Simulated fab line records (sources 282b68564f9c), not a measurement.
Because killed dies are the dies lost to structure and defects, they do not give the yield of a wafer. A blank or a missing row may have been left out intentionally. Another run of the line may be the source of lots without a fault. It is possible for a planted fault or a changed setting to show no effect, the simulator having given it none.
A struck lot beside a sound one ; flow rit-cmos ; 34 out of 202 route steps
Sound: these wafers, L347.2, L347.5, L347.6. Wafers struck: L350.1, L350.4, L350.6. At the end, the cause is stated.
Each step with rows lists, per side, the tool, then ch with its chambers, then its first start. Under that, the readings that differ: sound wafers ; struck wafers ; difference of the means ; sigmas: that difference in standard deviations of wafers without a fault.
alike: same words and numbers on both sides, and readings whose means sit less than 2 such deviations apart. not compared: any withheld reading, any reading some wafer has no value for, any bound like >300 that may hide the same value, and any number with overlapping values for which the record gives no deviation.
The two part at a step that has a row with sigmas, a row that says differs or no value, or rows on one side only. Non-overlapping numbers with no deviation appear without sigmas and do not part them. A reading that every wafer of one side lacks parts them only if that side has two wafers or more.

first, 2 steps without rows for these wafers: RIT_SPACER_CLEAN_02 (cleans in SC2, time 600 s); RIT_SPACER_CVD_03 (deposits Si3N4 from SiH2Cl2/NH3, target thk 250 nm, time 3300 s).
RIT_SPACER_THK_MEAS_04:
  sound: film-metro-02 at day 4 14:19; struck: film-metro-02 at day 5 05:20
reading;sound;struck;difference;sigmas
SPACER_NITRIDE_THK (nm);255.3 255.2 255.1;249.2 248.5 247.2;-6.9;-3
RIT_SPACER_ETCHBACK_05: etches Si3N4 in SF6/CHF3, stops on SiO2, target depth 250 nm, time 240 s.
  sound on rie-diel-04 ch 0,2,3, day 4 14:22; struck on rie-diel-03 ch 1,3, day 5 05:23
  alike: drypump-motor-current-A, oes-product-au, throttle-valve-pct
  not compared: rf-hours-counter-h
then, 6 steps without rows for these wafers: RIT_NSD_HMDS_00 (prime time 60 s); RIT_NSD_COAT_01 (resist thk 1000 nm); RIT_NSD_SOFTBAKE_02 (time 60 s); RIT_NSD_EXPOSE_03 (exposes mask M9, target cd 40700 nm); RIT_NSD_PEB_04; RIT_NSD_DEVELOP_05 (develop time 50 s).
RIT_NSD_OVL_MEAS_06:
  sound: overlay-01 at day 4 15:23; struck: overlay-02 at day 5 06:31
  alike: NSD_OVL
then, 1 step without rows for these wafers: RIT_NSD_HARDBAKE_07 (time 60 s).
RIT_NSD_IMPLANT_08:
  sound on implanter-02 ch 0, day 4 15:35; struck on implanter-02 ch 0, day 5 06:42
reading;sound;struck;difference;sigmas
dose-ions-cm2;1.001e+15 1.0006e+15 1.0012e+15;1.6385e+15 1.6406e+15 1.6407e+15;+6.3900e+14;+99 or more
end-station-pressure-torr (Torr);7.8e-06 7.2e-06 6.7e-06;8.8e-06 9.2e-06 9.7e-06;+2.0e-06;+5
faraday-current-uA;3105 3072 3212;5055 4962 5248;+1959;+32
RIT_NSD_STRIP_09: strips in O2, time 180 s.
  sound on plasma-asher-02 ch 0,1, day 4 15:43; struck on plasma-asher-03 ch 0,1, day 5 06:51
  alike: drypump-motor-current-A
  not compared: rf-hours-counter-h
RIT_NSD_TW_MEAS_10:
  sound: film-metro-03 at day 4 15:53; struck: film-metro-03 at day 5 07:02
reading;sound;struck;difference;sigmas
NSD_TW;3140 3154 3137;3435 3436 3447;+296;+16
then, 6 steps without rows for these wafers: RIT_PSD_HMDS_00 (prime time 60 s); RIT_PSD_COAT_01 (resist thk 1000 nm); RIT_PSD_SOFTBAKE_02 (time 60 s); RIT_PSD_EXPOSE_03 (exposes mask M10, target cd 40900 nm); RIT_PSD_PEB_04; RIT_PSD_DEVELOP_05 (develop time 50 s).
RIT_PSD_OVL_MEAS_06:
  sound: overlay-01 at day 4 16:55; struck: overlay-02 at day 5 07:56
  alike: PSD_OVL
then, 2 steps without rows for these wafers: RIT_PSD_HARDBAKE_07 (time 60 s); RIT_PSD_IMPLANT_08.
RIT_PSD_STRIP_09: strips in O2, time 180 s.
  sound on plasma-asher-01 ch 0,1, day 4 17:15; struck on plasma-asher-03 ch 0, day 5 08:16
  alike: drypump-motor-current-A
  not compared: rf-hours-counter-h
RIT_PSD_TW_MEAS_10:
  sound: film-metro-01 at day 4 17:26; struck: film-metro-03 at day 5 08:27
  alike: PSD_TW
then, 3 steps without rows for these wafers: RIT_SDANNEAL_CLEAN_00 (cleans in SC1, time 600 s); RIT_SDANNEAL_CLEAN_01 (cleans in dHF, time 30 s); RIT_SDANNEAL_CLEAN_02 (cleans in SC2, time 600 s).
RIT_SDANNEAL_RTA_03: time 5 s.
  sound on rtp-anneal-01 ch 0, day 4 17:53; struck on rtp-anneal-02 ch 0, day 5 08:53
  alike: wafer_temp_C_max
RIT_SDANNEAL_RS_MEAS_04: uses a four-point probe to measure.
  sound: film-metro-03 at day 4 17:57; struck: film-metro-03 at day 5 08:56
  alike: PSD_RS
RIT_SDANNEAL_RS_MEAS_05: uses a four-point probe to measure.
  sound: film-metro-03 at day 4 18:04; struck: film-metro-03 at day 5 09:03
reading;sound;struck;difference;sigmas
NSD_RS (ohm/sq);84.16 84.13 84.43;58.50 58.77 58.71;-25.58;-91
RIT_SDANNEAL_RS_MEAS_06: uses a four-point probe to measure.
  sound: film-metro-03 at day 4 18:11; struck: film-metro-03 at day 5 09:10
  alike: PLDD_RS
RIT_M1_PROBE_99:
  sound: prober-01 at day 5 01:28; struck: prober-02 at day 5 16:42
reading;sound;struck;difference;sigmas
killed-at-contacts;0 0 0;1 0 1;+1;+2
model.etest.nmos_0p3.r-on-ohm-um;2187 2165 2171;2022 1988 1996;-172;
model.etest.nmos_0p15.r-on-ohm-um;1117 1103 1109;1039 991.4 1001;-99;
model.etest.nmos_0p15.drive-ua-um;451 460.9 456.2;512.1 513.7 515.9;+57.9;
model.etest.contact-nplus.end-ohm-um;39.72 41.25 41.5;22.25 22.66 22.77;-18.26;
model.etest.nmos-narrow.drive-ua-um;209.3 212.9 208;244.5 238.5 242.1;+31.6;
model.etest.nmos_0p3.drive-ua-um;214.9 218.6 219.8;244.5 240.9 244.6;+25.6;
model.etest.npoly-line.rs-ohm-sq;17.31 16.86 16.84;16.5 16.56 16.3;-0.6;
model.etest.nmos_0p15.tox-inv-nm (nm);4.611 4.567 4.597;4.13 4.168 4.15;-0.44;
  alike: killed_at_M0_to_M3, killed-at-front-end, killed-dies, killed-open, killed-short

== WHERE THEY PART ==
Last at RIT_M1_PROBE_99 as far as this record goes, first at RIT_SPACER_THK_MEAS_04.

WHY: what had been put in by the simulator
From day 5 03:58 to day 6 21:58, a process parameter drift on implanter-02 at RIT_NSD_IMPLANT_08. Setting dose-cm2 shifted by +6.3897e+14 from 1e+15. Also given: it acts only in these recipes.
